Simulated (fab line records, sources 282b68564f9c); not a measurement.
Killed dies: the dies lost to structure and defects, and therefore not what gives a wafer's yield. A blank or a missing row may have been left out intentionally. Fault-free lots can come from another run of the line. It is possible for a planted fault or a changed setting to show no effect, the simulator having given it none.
Chamber matching + flow ritCmos + RIT_SILICIDE_WET_ETCH_05 on wetBench-04: 3 sister chambers
The step etches Ti in SPM, time 120 s. 6 wafers are shown with their chamber, then 7 later ones without.

WAFERS, EACH WITH ITS CHAMBER
| wafer  | chamber | bathHeatDutyPct (%) | bathGuardTempC (C) |
|--------|---------|---------------------|--------------------|
| L262.5 | 0       | 14.1                | 90.0               |
| L262.6 | 0       | 13.3                | 90.4               |
| L265.2 | 3       | 12.2                | 90.0               |
| L265.6 | 3       | 10.6                | 89.8               |
| L268.1 | 1       | 16.4                | 90.3               |
| L268.5 | 1       | 16.3                | 90.6               |

WAFERS WHOSE CHAMBER IS MISSING
| wafer  | bathHeatDutyPct (%) | bathGuardTempC (C) |
|--------|---------------------|--------------------|
| L268.6 | 16.5                | 90.2               |
| L269.2 | 16.4                | 90.3               |
| L269.3 | 16.2                | 90.5               |
| L269.4 | 16.1                | 90.5               |
| L270.2 | 15.5                | 90.2               |
| L270.4 | 17.7                | 90.4               |
| L270.5 | 17.3                | 90.7               |

WHICH CHAMBER EACH WENT THROUGH
| wafer  | from the rows above     | in truth |
|--------|-------------------------|----------|
| L268.6 | 1                       | 1        |
| L269.2 | 1                       | 1        |
| L269.3 | 1                       | 1        |
| L269.4 | 1                       | 1        |
| L270.2 | can't be placed: 1 or 0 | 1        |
| L270.4 | 1                       | 1        |
| L270.5 | 1                       | 1        |
6 of 7 placed correctly. From these rows, 1 cannot be placed; in 1 the true chamber is one of the candidates. Wrongly placed: 0.
How it was worked out, from the rows above alone: a wafer's distance from a chamber is the root of the sum, over the readings, of the square of ((its reading less the chamber's mean) divided by the reading's scatter). If the next closest chamber is less than 2 further off than the closest, the wafer can't be placed; otherwise it belongs to the closest. The mean given for a chamber averages the wafers shown for that chamber. How the scatter is found: for the shown wafers, subtract from each reading the mean of its chamber, square and add these, divide the total by (wafers less chambers), then take the root.
